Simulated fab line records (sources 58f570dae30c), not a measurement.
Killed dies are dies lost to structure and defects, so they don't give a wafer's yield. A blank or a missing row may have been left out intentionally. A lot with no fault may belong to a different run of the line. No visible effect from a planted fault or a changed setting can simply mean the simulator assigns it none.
fab line records -- flow berkeleyCmos170
record lots=6, wafers=18, lastDay=12
route steps=331 shown PLDD@149 NLDD@158
lots that met no fault: taken from a fault-free run of the same line
startH: hours from the record's first day to the start of the lot's first wafer shown -- waitH: hours from the lot's prior step to this one -- " repeats the value in the row above -- L1.1+2: a row that stands for several wafers -- - no value, or no start was given -- * or withheld: withheld -- < > ~ a bound
route shown NAME@n: NAME is a module with steps in the file, n the number in the route of the first one -- usual: mean/standard deviation taken from wafers without a fault -- same: alike in all rows -- chamber/n: place in a boat -- sites: per-site readings -- _std_site: the standard deviation of these -- _edge_site: the outer-site mean with the inner-site mean subtracted -- radiusMm: for every site, how far away it sits from the centre of the wafer -- mask NAME#n: copy n -- behind: the last tool/chamber to shape the wafer -- hold: cause of the lot's hold/its duration in hours/its outcome -- device: the transistor (n, p or np) that didn't switch -- end of line: the tests these same wafers got at the end of their route -- where a step has no rows: the recipe by itself -- killed: dies that structure and defects cost at the first sort, which is not the same as the wafer's yield -- map: per-die view of a wafer (x killed, . not killed, _ where there is no die)
set.NAME: the setting the step ran with; set.NAME@STEP: the setting that earlier step ran with -- model.NAME: the simulator's own value behind a step, which no gauge read
lots at some steps of the route; a table a step, a row a wafer
services: from which hour (startH, from the record's first day; less than 0 if before it) a tool's chamber was out of use, for how many hours, and why
## steps
# step UCB170_PLDD_PEB_04
# recipe pebTempC=130, pebTimeS=withheld, resist=KrF
# step UCB170_PLDD_DEVELOP_05
# recipe developer=TMAH, developTimeS=45, resist=KrF, devTempC=21
# step UCB170_PLDD_CD_MEAS_06
# recipe targetCdNm=1200
# usual cdNm=1199.2/1.3
lot.wafer,tool,chamber,startH,waitH,cdNm
L638.3,cdSem-01,-,112.50,-,1196.2
L638.4,cdSem-01,-,112.50,-,1196.4
L638.6,cdSem-01,-,112.50,-,1196.3
L645.1,cdSem-02,-,160.20,-,1199.3
L645.2,cdSem-02,-,160.20,-,1198.4
L645.6,cdSem-02,-,160.20,-,1198.4
L649.3,cdSem-01,-,160.87,-,1200.0
L649.4,cdSem-01,-,160.87,-,1201.1
L649.6,cdSem-01,-,160.87,-,1200.8
L651.1,cdSem-01,-,181.92,-,1200.0
L651.3,cdSem-01,-,181.92,-,1199.8
L651.4,cdSem-01,-,181.92,-,1199.4
L658.3,cdSem-01,-,220.66,-,1200.0
L658.4,cdSem-01,-,220.66,-,1201.8
L658.5,cdSem-01,-,220.66,-,1200.6
L660.1,cdSem-01,-,234.93,-,1198.3
L660.3,cdSem-01,-,234.93,-,1200.5
L660.5,cdSem-01,-,234.93,-,1200.2
# step UCB170_PLDD_OVL_MEAS_07
# usual PLDD_OVL=-3/6.7
lot.wafer,tool,chamber,startH,waitH,PLDD_OVL[nm]
L638.3,overlay-01,-,112.59,0.1,13
L638.4,overlay-01,-,112.59,0.1,3
L638.6,overlay-01,-,112.59,0.1,3
L645.1,overlay-01,-,160.32,0.1,-21
L645.2,overlay-01,-,160.32,0.1,-14
L645.6,overlay-01,-,160.32,0.1,-8
L649.3,overlay-02,-,160.97,0.1,-16
L649.4,overlay-02,-,160.97,0.1,1
L649.6,overlay-02,-,160.97,0.1,-6
L651.1,overlay-02,-,182.04,0.1,2
L651.3,overlay-02,-,182.04,0.1,1
L651.4,overlay-02,-,182.04,0.1,-7
L658.3,overlay-02,-,220.75,0.1,-2
L658.4,overlay-02,-,220.75,0.1,7
L658.5,overlay-02,-,220.75,0.1,1
L660.1,overlay-02,-,235.05,0.1,-1
L660.3,overlay-02,-,235.05,0.1,-2
L660.5,overlay-02,-,235.05,0.1,-3
# step UCB170_PLDD_IMPLANT_08
# recipe species=BF2, doseCm2=5e+13, energyKev=10, tiltDeg=7, rotationDeg=0
# step UCB170_PLDD_IMPLANT_09
# recipe species=BF2, doseCm2=5e+13, energyKev=10, tiltDeg=7, rotationDeg=180
# step UCB170_PLDD_STRIP_10
# recipe chemistry=O2, powerW=400, pressureMtorr=3500, platenTempC=withheld, o2FlowSccm=400, overashFraction=0.5
# usual drypumpMotorCurrentA=5.7/0.39, o2FlowSccm=399.7/1.2, oesProductAu=0.734/0.0043, stripTimeToEndpointS=21.66/0.077
lot.wafer,tool,chamber,startH,waitH,drypumpMotorCurrentA,o2FlowSccm,oesProductAu,rfHoursCounterH,stripTimeToEndpointS
L638.3,plasmaAsher-03,0,113.03,0.1,6.1,400.1,0.737,-,21.65
L638.4,plasmaAsher-03,1,113.03,0.1,5.7,400.1,0.741,-,21.68
L638.6,plasmaAsher-03,0,113.03,0.1,6.0,401.3,0.740,-,21.62
L645.1,plasmaAsher-04,1,160.66,0.1,4.8,398.8,0.745,45,21.89
L645.2,plasmaAsher-04,0,160.66,0.1,5.9,399.1,0.729,45,21.78
L645.6,plasmaAsher-04,1,160.66,0.1,4.8,399.4,0.734,-,21.78
L649.3,plasmaAsher-02,1,161.32,0.1,5.9,398.2,0.732,-,21.57
L649.4,plasmaAsher-02,0,161.32,0.1,5.6,401.6,0.736,-,21.59
L649.6,plasmaAsher-02,1,161.32,0.1,5.9,398.8,0.724,-,21.56
L651.1,plasmaAsher-03,0,182.38,0.1,6.0,400.8,0.733,50,21.61
L651.3,plasmaAsher-03,1,182.38,0.1,5.7,397.7,0.736,-,21.56
L651.4,plasmaAsher-03,0,182.38,0.1,6.0,400.3,0.728,-,21.60
L658.3,plasmaAsher-04,0,221.11,0.1,5.9,401.2,0.727,-,21.72
L658.4,plasmaAsher-04,1,221.11,0.1,4.8,400.2,0.733,-,21.67
L658.5,plasmaAsher-04,0,221.11,0.1,5.9,401.5,0.731,-,21.62
L660.1,plasmaAsher-04,1,235.38,0.1,4.8,400.6,0.726,52,21.68
L660.3,plasmaAsher-04,0,235.38,0.1,5.9,400.9,0.737,-,21.63
L660.5,plasmaAsher-04,1,235.38,0.1,4.8,399.3,0.730,-,21.70
# step UCB170_PLDD_TW_MEAS_11
# usual PLDD_TW=1011/7.4
lot.wafer,tool,chamber,startH,waitH,PLDD_TW
L638.3,filmMetro-02,-,113.12,0.1,1019
L638.4,filmMetro-02,-,113.12,0.1,1017
L638.6,filmMetro-02,-,113.12,0.1,1014
L645.1,filmMetro-04,-,160.76,0.1,1009
L645.2,filmMetro-04,-,160.76,0.1,1006
L645.6,filmMetro-04,-,160.76,0.1,1005
L649.3,filmMetro-04,-,161.41,0.1,1011
L649.4,filmMetro-04,-,161.41,0.1,1004
L649.6,filmMetro-04,-,161.41,0.1,1009
L651.1,filmMetro-02,-,182.48,0.1,1014
L651.3,filmMetro-02,-,182.48,0.1,1012
L651.4,filmMetro-02,-,182.48,0.1,1016
L658.3,filmMetro-03,-,221.19,0.1,1011
L658.4,filmMetro-03,-,221.19,0.1,1015
L658.5,filmMetro-03,-,221.19,0.1,1013
L660.1,filmMetro-04,-,235.48,0.1,996
L660.3,filmMetro-04,-,235.48,0.1,992
L660.5,filmMetro-04,-,235.48,0.1,996
# step UCB170_PLDD_CLEAN_12
# recipe chemistry=SPM, tempC=120, timeS=600
# step UCB170_NLDD_HMDS_00
# recipe primeTimeS=60, primeTempC=100
# step UCB170_NLDD_COAT_01
# recipe resist=KrF, spinRpm=1500, resistThkNm=900
# step UCB170_NLDD_SOFTBAKE_02
# recipe resist=KrF, tempC=130, timeS=60
# step UCB170_NLDD_EXPOSE_03
# recipe maskId=NSELECT, na=0.5, sigmaOuter=0.6, sourceShape=conventional, targetCdNm=1200, doseMj=30
# usual exposureDoseMJCm2=29.976/0.029, focusOffsetNm=0.1/0.55, na=0.5/0, stageVelMmS=500.03/0.22
lot.wafer,tool,chamber,startH,waitH,mask,exposureDoseMJCm2,focusOffsetNm,na,stageVelMmS
L638.3,krfScanner-01,0,114.40,0.2,NSELECT#0,29.978,1.4,0.5,500.56
L638.4,krfScanner-01,0,114.40,0.2,NSELECT#0,29.976,0.3,0.5,500.21
L638.6,krfScanner-01,0,114.40,0.2,NSELECT#0,29.968,0.2,0.5,500.10
L645.1,krfScanner-01,-,161.72,0.1,NSELECT#0,-,-,-,-
L645.2,krfScanner-01,-,161.72,0.1,NSELECT#0,-,-,-,-
L645.6,krfScanner-01,-,161.72,0.1,NSELECT#0,-,-,-,-
L649.3,krfScanner-01,-,162.21,0.1,NSELECT#0,-,-,-,-
L649.4,krfScanner-01,-,162.21,0.1,NSELECT#0,-,-,-,-
L649.6,krfScanner-01,-,162.21,0.1,NSELECT#0,-,-,-,-
L651.1,krfScanner-01,0,183.24,0.2,NSELECT#0,30.013,-0.2,0.5,499.99
L651.3,krfScanner-01,0,183.24,0.2,NSELECT#0,30.011,0.4,0.5,499.96
L651.4,krfScanner-01,0,183.24,0.2,NSELECT#0,29.939,0.8,0.5,500.05
L658.3,krfScanner-02,0,222.14,0.2,NSELECT#0,30.014,0.7,0.5,500.09
L658.4,krfScanner-02,0,222.14,0.2,NSELECT#0,30.018,-0.2,0.5,500.27
L658.5,krfScanner-02,0,222.14,0.2,NSELECT#0,30.043,-0.3,0.5,500.17
L660.1,krfScanner-01,0,236.29,0.2,NSELECT#0,29.990,0.2,0.5,500.25
L660.3,krfScanner-01,0,236.29,0.2,NSELECT#0,29.978,0.9,0.5,499.77
L660.5,krfScanner-01,0,236.29,0.2,NSELECT#0,29.996,0.4,0.5,500.16
# step UCB170_NLDD_PEB_04
# recipe pebTempC=130, pebTimeS=withheld, resist=KrF
## services
tool,chamber,startH,hours,kind
krfScanner-02,0,107.88,-,calibration
krfScanner-01,-,109.32,1.5,repair
plasmaAsher-02,-,130.15,10.5,repair
plasmaAsher-04,-,131.65,1.8,repair
krfScanner-02,-,136.54,1.0,pm
krfScanner-02,-,141.93,2.0,repair
krfScanner-01,-,143.96,1.0,pm
krfScanner-02,-,146.06,1.3,pm
krfScanner-02,-,165.01,2.8,repair
plasmaAsher-03,-,199.30,2.3,repair
krfScanner-01,-,209.86,1.3,pm
krfScanner-02,-,227.61,0.8,pm
plasmaAsher-02,-,228.23,14.6,pm
## key
firstSign step=UCB170_NLDD_EXPOSE_03, reading=toolRecord, direction=missing
effect none on later readings
metAt UCB170_NLDD_EXPOSE_03
struckWafers L645.1,L645.2,L645.6,L649.3,L649.4,L649.6
sortLeftOut L645.1,L645.2,L645.6,L649.3,L649.4,L649.6
testerLeftOut L645,L649
onsetBetween 114.40 161.72
fault kind=skippedStepWhole, tool=krfScanner-01, chamber=-, onsetH=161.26, steps=UCB170_NLDD_EXPOSE_03, scope=struckLotsOnly
# testerLeftOut: of these lots the tester's yield and bins aren't shown, on N5 and GAA mostly nor the transistor test; their killed dies are dies lost to structure and defects alone, not to doping, threshold or leakage, so they don't give the yield
# sortLeftOut: the simulated sort isn't trusted on such a fault, so these wafers' sort isn't shown, and their yield isn't known
